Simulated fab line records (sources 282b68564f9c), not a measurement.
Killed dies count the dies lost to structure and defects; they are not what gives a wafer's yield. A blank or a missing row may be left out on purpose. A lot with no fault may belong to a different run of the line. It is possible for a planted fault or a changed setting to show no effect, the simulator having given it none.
Comparing a struck lot with a sound one + flow rit cmos + 44 out of 202 route steps
Sound: these wafers, L892.3, L892.5, L892.6. Wafers struck: L897.2, L897.4, L897.6. The cause is given at the end.
Per side, at each step with rows, come the tool, then ch with its chambers, and then its first start. Under that, the readings that differ: sound wafers + struck wafers + difference of the means + sigmas: that difference in standard deviations of wafers without a fault.
alike: words and numbers the same on both sides, and readings whose means are apart by under 2 such deviations; not compared: readings that were withheld, readings missing a value for some wafer, numbers with overlapping values and no deviation given by the record, and bounds like >300 which may hide the same value.
The two part at a step that has a row with sigmas, a row that says differs or no value, or rows on one side only. Numbers that don't overlap but have no deviation are shown without sigmas and don't part them. A reading missing from all wafers of one side parts the sides only when that side holds two or more wafers.

first, 1 step without rows for these wafers: RIT_PRETRO_IMPLANT_08.
RIT_PRETRO_STRIP_09: strips in O2, time 180 s.
  sound on plasma asher-01 ch 0,1, day 3 04:07; struck on plasma asher-01 ch 1, day 4 06:19
  alike: drypump motor current A
  not compared: rf hours counter h
RIT_PRETRO_TW_MEAS_10:
  sound on film metro-04 at day 3 04:15; struck on film metro-04 at day 4 06:29
  alike: PRETRO_TW
then, 5 steps without rows for these wafers: RIT_GATE_WET_ETCH_00 (etches SiO2 in BOE, target depth 56 nm, time 60 s); RIT_GATE_CLEAN_01 (cleans in SC1, time 600 s); RIT_GATE_CLEAN_02 (cleans in dHF, time 30 s); RIT_GATE_CLEAN_03 (cleans in SC2, time 600 s); RIT_GATE_CLEAN_04 (cleans in dHF, time 60 s).
RIT_FOX2_THK_MEAS_91:
  sound on film metro-03 at day 3 04:44; struck on film metro-03 at day 4 07:01
  alike: FIELD_OXIDE_LEFT_2_THK
then, 2 steps without rows for these wafers: RIT_GATE_OXIDATION_05 (target thk 3 nm, ox time 270 s); RIT_GATE_ANNEAL_06 (time 600 s).
RIT_GATE_THK_MEAS_07:
  sound on film metro-03 at day 3 06:07; struck on film metro-04 at day 4 10:50
  alike: GATE_OXIDE_THK
RIT_GATE_CVD_08: deposits poly-Si from SiH4, target thk 250 nm, time 2220 s.
  sound on lpcvd-01 ch 0, day 3 06:10; struck on lpcvd-02 ch 0, day 4 11:19
| reading                                  | sound             | struck            | difference | sigmas |
|------------------------------------------|-------------------|-------------------|------------|--------|
| zone power centre pct (%)                | 27.9 28.4 28.1    | 21.9 21.8 22.0    | -6.2       | -3     |
| model.poly-Si_of_GATE_CVD_08.thk nm (nm) | 248.5 248.5 249.8 | 183.1 183.4 182.9 | -65.8      |        |
RIT_GATE_THK_MEAS_09:
  sound on film metro-01 at day 3 07:49; struck on film metro-01 at day 4 12:56
| reading            | sound             | struck            | difference | sigmas |
|--------------------|-------------------|-------------------|------------|--------|
| GATE_POLY_THK (nm) | 248.4 248.3 249.8 | 183.3 183.3 182.9 | -65.7      | -31    |
then, 6 steps without rows for these wafers: RIT_GATE_HMDS_10 (prime time 60 s); RIT_GATE_COAT_11 (resist thk 850 nm); RIT_GATE_SOFTBAKE_12 (time 60 s); RIT_GATE_EXPOSE_13 (exposes mask M6, target cd 150 nm); RIT_GATE_PEB_14; RIT_GATE_DEVELOP_15 (develop time 50 s).
RIT_GATE_CD_MEAS_16: the cd target is 150 nm.
  sound on cd sem-02 at day 3 08:51; struck on cd sem-02 at day 4 13:53
  alike: cd nm
RIT_GATE_OVL_MEAS_17:
  sound on overlay-01 at day 3 08:57; struck on overlay-02 at day 4 13:59
  alike: GATE_OVL
then, 1 step without rows for these wafers: RIT_GATE_HARDBAKE_18 (time 60 s).
RIT_GATE_ETCH_19: etches poly-Si in SF6/CHF3/O2, stops on SiO2, time 165 s, target depth 312.5 nm.
  sound on rie si-02 ch 2,3, day 3 09:07; struck on rie si-01 ch 1,2, day 4 14:10
| reading                          | sound             | struck            | difference | sigmas |
|----------------------------------|-------------------|-------------------|------------|--------|
| oes product au (a.u.)            | 0.827 0.835 0.857 | 0.685 0.667 0.667 | -0.167     | -13    |
| model.etch.depth nm (nm)         | 248.5 248.5 249.8 | 183.1 183.4 182.9 | -65.8      |        |
| model.GATE.feature depth nm (nm) | 248.5 248.5 249.8 | 183.1 183.4 182.9 | -65.8      |        |
  alike: drypump motor current A, he backside leak sccm, throttle valve pct
  not compared: rf hours counter h
RIT_GATE_STRIP_20: strips in O2, time 180 s.
  sound on plasma asher-04 ch 0,1, day 3 09:17; struck on plasma asher-04 ch 0,1, day 4 14:17
  alike: drypump motor current A
  not compared: rf hours counter h
RIT_GATE_CD_MEAS_90: the cd target is 150 nm.
  sound on cd sem-02 at day 3 09:26; struck on cd sem-01 at day 4 14:29
  alike: cd nm
then, 4 steps without rows for these wafers: RIT_REOX_CLEAN_00 (cleans in SC1, time 600 s); RIT_REOX_CLEAN_01 (cleans in dHF, time 30 s); RIT_REOX_CLEAN_02 (cleans in SC2, time 600 s); RIT_REOX_OXIDATION_03 (target thk 25.2 nm, ox time 5580 s).
RIT_REOX_THK_MEAS_04:
  sound on film metro-02 at day 3 13:04; struck on film metro-02 at day 4 17:30
  alike: REOX_OXIDE_THK
then, 6 steps without rows for these wafers: RIT_NLDD_HMDS_00 (prime time 60 s); RIT_NLDD_COAT_01 (resist thk 1000 nm); RIT_NLDD_SOFTBAKE_02 (time 60 s); RIT_NLDD_EXPOSE_03 (exposes mask M7, target cd 40700 nm); RIT_NLDD_PEB_04; RIT_NLDD_DEVELOP_05 (develop time 50 s).
RIT_NLDD_OVL_MEAS_06:
  sound on overlay-02 at day 3 14:17; struck on overlay-01 at day 4 18:35
  alike: NLDD_OVL
then, 2 steps without rows for these wafers: RIT_NLDD_HARDBAKE_07 (time 60 s); RIT_NLDD_IMPLANT_08.
RIT_NLDD_STRIP_09: strips in O2, time 180 s.
  sound on plasma asher-01 ch 0,1, day 3 14:40; struck on plasma asher-03 ch 0,1, day 4 18:55
  alike: drypump motor current A
  not compared: rf hours counter h
RIT_NLDD_TW_MEAS_10:
  sound on film metro-03 at day 3 14:49; struck on film metro-03 at day 4 19:05
  alike: NLDD_TW
RIT_SDANNEAL_CLEAN_02: cleans in SC2, time 600 s.
  sound on wet bench-03 ch 1, day 3 22:26; struck on wet bench-03 ch 0, day 5 02:49
| reading                                  | sound           | struck            | difference | sigmas |
|------------------------------------------|-----------------|-------------------|------------|--------|
| model.poly-Si_of_GATE_CVD_08.thk nm (nm) | 161.2 162.4 162 | 95.81 95.42 95.88 | -66.16     |        |
RIT_M1_PROBE_99:
  the record holds rows for the sound wafers here (prober-02, day 4 06:24) but none for the struck ones

## WHERE THEY PART
Earliest at RIT_GATE_CVD_08; latest, in this record, at RIT_M1_PROBE_99.

WHY: what the simulator had put in
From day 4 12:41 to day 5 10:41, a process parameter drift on lpcvd-02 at RIT_GATE_CVD_08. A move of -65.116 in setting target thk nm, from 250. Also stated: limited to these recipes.
